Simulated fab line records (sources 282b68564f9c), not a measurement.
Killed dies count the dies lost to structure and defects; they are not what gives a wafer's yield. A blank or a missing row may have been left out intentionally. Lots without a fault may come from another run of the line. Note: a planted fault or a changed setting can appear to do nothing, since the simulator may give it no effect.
Split-lot experiment :: flow ritCmos :: on a route of 202 steps: 5 lots, 23 wafers read

## ABOUT THE SPLIT
At RIT_FOX1_OXIDATION_00 (target thk 350.7 nm, ox time 1130 s), the setting tempC was moved away from the recipe's 1100 C on 20 of the 23 wafers read, by -2.2% to +2.6%. All remaining wafers had this setting at the recipe value.

Between the split and the reading, the file records no step.

## THE READING
At RIT_FOX1_THK_MEAS_01: FOX1_OXIDE_THK, given in nm. Typical for fault-free wafers on this fab line: 346 nm, with standard deviation 3.7 nm.

wafer: L074.2
tool, chamber at the split: -, -
tempC as run, C: 1076
against the recipe: -2.2%
FOX1_OXIDE_THK, nm: 307
against lot-mates on the recipe: no lot-mate on the recipe

wafer: L074.3
tool, chamber at the split: -, -
tempC as run, C: 1076
against the recipe: -2.2%
FOX1_OXIDE_THK, nm: 305
against lot-mates on the recipe: no lot-mate on the recipe

wafer: L074.4
tool, chamber at the split: -, -
tempC as run, C: 1076
against the recipe: -2.2%
FOX1_OXIDE_THK, nm: 305
against lot-mates on the recipe: no lot-mate on the recipe

wafer: L074.5
tool, chamber at the split: -, -
tempC as run, C: 1076
against the recipe: -2.2%
FOX1_OXIDE_THK, nm: 304
against lot-mates on the recipe: no lot-mate on the recipe

wafer: L074.6
tool, chamber at the split: -, -
tempC as run, C: 1076
against the recipe: -2.2%
FOX1_OXIDE_THK, nm: 300
against lot-mates on the recipe: no lot-mate on the recipe

wafer: L075.1
tool, chamber at the split: furnace-01, 0
tempC as run, C: 1100
against the recipe: recipe
FOX1_OXIDE_THK, nm: 349
against lot-mates on the recipe: -

wafer: L075.5
tool, chamber at the split: furnace-01, 0
tempC as run, C: 1100
against the recipe: recipe
FOX1_OXIDE_THK, nm: 354
against lot-mates on the recipe: -

wafer: L075.6
tool, chamber at the split: furnace-01, 0
tempC as run, C: 1100
against the recipe: recipe
FOX1_OXIDE_THK, nm: 348
against lot-mates on the recipe: -

wafer: L077.1
tool, chamber at the split: -, -
tempC as run, C: 1129
against the recipe: +2.6%
FOX1_OXIDE_THK, nm: 385
against lot-mates on the recipe: no lot-mate on the recipe

wafer: L077.3
tool, chamber at the split: -, -
tempC as run, C: 1129
against the recipe: +2.6%
FOX1_OXIDE_THK, nm: 390
against lot-mates on the recipe: no lot-mate on the recipe

wafer: L077.4
tool, chamber at the split: -, -
tempC as run, C: 1129
against the recipe: +2.6%
FOX1_OXIDE_THK, nm: 387
against lot-mates on the recipe: no lot-mate on the recipe

wafer: L077.5
tool, chamber at the split: -, -
tempC as run, C: 1129
against the recipe: +2.6%
FOX1_OXIDE_THK, nm: 383
against lot-mates on the recipe: no lot-mate on the recipe

wafer: L077.6
tool, chamber at the split: -, -
tempC as run, C: 1129
against the recipe: +2.6%
FOX1_OXIDE_THK, nm: 391
against lot-mates on the recipe: no lot-mate on the recipe

wafer: L080.1
tool, chamber at the split: -, -
tempC as run, C: 1086
against the recipe: -1.3%
FOX1_OXIDE_THK, nm: 324
against lot-mates on the recipe: no lot-mate on the recipe

wafer: L080.2
tool, chamber at the split: -, -
tempC as run, C: 1086
against the recipe: -1.3%
FOX1_OXIDE_THK, nm: 324
against lot-mates on the recipe: no lot-mate on the recipe

wafer: L080.4
tool, chamber at the split: -, -
tempC as run, C: 1086
against the recipe: -1.3%
FOX1_OXIDE_THK, nm: 322
against lot-mates on the recipe: no lot-mate on the recipe

wafer: L080.5
tool, chamber at the split: -, -
tempC as run, C: 1086
against the recipe: -1.3%
FOX1_OXIDE_THK, nm: 327
against lot-mates on the recipe: no lot-mate on the recipe

wafer: L080.6
tool, chamber at the split: -, -
tempC as run, C: 1086
against the recipe: -1.3%
FOX1_OXIDE_THK, nm: 324
against lot-mates on the recipe: no lot-mate on the recipe

wafer: L085.2
tool, chamber at the split: -, -
tempC as run, C: 1091
against the recipe: -0.8%
FOX1_OXIDE_THK, nm: 331
against lot-mates on the recipe: no lot-mate on the recipe

wafer: L085.3
tool, chamber at the split: -, -
tempC as run, C: 1091
against the recipe: -0.8%
FOX1_OXIDE_THK, nm: 331
against lot-mates on the recipe: no lot-mate on the recipe

wafer: L085.4
tool, chamber at the split: -, -
tempC as run, C: 1091
against the recipe: -0.8%
FOX1_OXIDE_THK, nm: 328
against lot-mates on the recipe: no lot-mate on the recipe

wafer: L085.5
tool, chamber at the split: -, -
tempC as run, C: 1091
against the recipe: -0.8%
FOX1_OXIDE_THK, nm: 328
against lot-mates on the recipe: no lot-mate on the recipe

wafer: L085.6
tool, chamber at the split: -, -
tempC as run, C: 1091
against the recipe: -0.8%
FOX1_OXIDE_THK, nm: 327
against lot-mates on the recipe: no lot-mate on the recipe

THE FIT
A straight line over all 23 wafers: FOX1_OXIDE_THK changes by +17 nm for each +1% of tempC; r = +0.99; the points scatter about the line by 3.9 nm.
Too few moved wafers have a lot-mate on the recipe to fit a line with each lot's own level taken away.

## THE WHOLE CHAIN: every reading that the file lists as answering this split, in the file's order
step: RIT_FOX1_OXIDATION_00
what it does: target thk 350.7 nm, ox time 1130 s
reading: Si3N4_of_ACTIVE_CVD_03.thkNm (the simulator's own value, which no gauge read)
change (the file's fit): +22.1 nm for each +1% of the setting
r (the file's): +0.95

step: RIT_FOX1_OXIDATION_00
what it does: target thk 350.7 nm, ox time 1130 s
reading: SiO2_of_FOX1_OXIDATION_00.thkNm (the simulator's own value, which no gauge read)
change (the file's fit): +17 nm for each +1% of the setting
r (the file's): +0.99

step: RIT_FOX1_THK_MEAS_01
what it does: 
reading: FOX1_OXIDE_THK
change (the file's fit): +17 for each +1% of the setting
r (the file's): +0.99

## FILE'S OWN FIT
FOX1_OXIDE_THK changes by +17 nm for each +1% of tempC, r = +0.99.
